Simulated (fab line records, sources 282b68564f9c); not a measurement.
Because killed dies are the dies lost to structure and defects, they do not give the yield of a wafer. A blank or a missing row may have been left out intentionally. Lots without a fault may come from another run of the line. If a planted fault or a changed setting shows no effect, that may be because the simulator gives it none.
What tool caused it? -- flow rit-cmos -- Sampling: 14 lots, 42 wafers, 2 of 202 route steps

WHAT THE GAUGES READ, wafer by wafer
RIT_PLDD_TW_MEAS_10. Usual: PLDD_TW 2315, standard deviation 25.
lot,measured,on,PLDD_TW,flag
L852,day 2 22:57,film-metro-02,2283 2287 2287,
L853,day 3 05:44,film-metro-04,2352 2344 2342,
L855,day 3 15:28,film-metro-02,2283 2283 2288,
L856,day 3 18:05,film-metro-04,2344 2350 2352,
L857,day 4 03:08,film-metro-02,2294 2298 2295,
L858,day 4 03:35,film-metro-02,2305 2288 2290,
L859,day 4 08:44,film-metro-02,2289 2294 2301,
L860,day 4 18:02,film-metro-04,30 30 30,OFF
L862,day 5 04:18,film-metro-02,29 30 29,OFF
L869,day 6 12:46,film-metro-04,2340 2341 2341,
L870,day 6 15:35,film-metro-04,2332 2339 2347,
L871,day 6 21:41,film-metro-03,2298 2288 2295,
L872,day 7 04:19,film-metro-04,2329 2340 2327,
L875,day 7 17:43,film-metro-04,2327 2340 2339,

TOOL THAT RAN EACH LOT (tool first, then ch and the chambers of the sampled wafers, then the start)
lot,RIT_PLDD_DEVELOP_05
L852,"litho-track-02 ch 0, day 2 22:00"
L853,"litho-track-02 ch 0, day 3 05:00"
L855,"litho-track-02 ch 0, day 3 14:00"
L856,"litho-track-04 ch 0, day 3 17:00"
L857,"litho-track-03 ch 0, day 4 02:00"
L858,"litho-track-03 ch 0, day 4 02:00"
L859,"litho-track-02 ch 0, day 4 08:00"
L860,"litho-track-03 ch 0, day 4 17:00"
L862,"litho-track-03 ch 0, day 5 03:00"
L869,"litho-track-04 ch 0, day 6 12:00"
L870,"litho-track-02 ch 0, day 6 14:00"
L871,"litho-track-02 ch 0, day 6 20:00"
L872,"litho-track-02 ch 0, day 7 03:00"
L875,"litho-track-04 ch 0, day 7 17:00"
- RIT_PLDD_DEVELOP_05: develop time 50 s.

WHAT THE TOOLS THEMSELVES READ (means of the sampled wafers that have a number; where no wafer has one, the mark that the record gives instead)
The record holds no such reading with a usual standard deviation.

THE ANSWER, worked out from the rows above alone
Rule: a lot is off if the mean of its wafers that have a number lies more than 3 standard deviations from the usual mean. Also off: a lot with no number at a reading for which 4 or more lots have one. Any other lot the step has rows for is counted as sound. First the gauges in route order, then the tools' own readings, where a lot's mean is used as printed above. At the first step where some lot is off, the reading lying furthest off is the one used; lots without a number count as furthest.
Off: at RIT_PLDD_TW_MEAS_10 (PLDD_TW), L860, L862.
A tool fits if, at a process step before that reading, it ran every lot that is off, and no sound lot after the first of them. Those tools and the gauges at RIT_PLDD_TW_MEAS_10 are tried in the same way. One fits: litho-track-03 at RIT_PLDD_DEVELOP_05. Its last sound lot is L857 (day 4 02:00), its first lot that is off L860 (day 4 17:00): a fault that began between those two fits.

WHAT THE SIMULATOR HAD PUT IN
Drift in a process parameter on litho-track-03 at RIT_PLDD_DEVELOP_05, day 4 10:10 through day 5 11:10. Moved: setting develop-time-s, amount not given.
Lots struck among those shown: L860, L862. The rule given above showed the same thing.
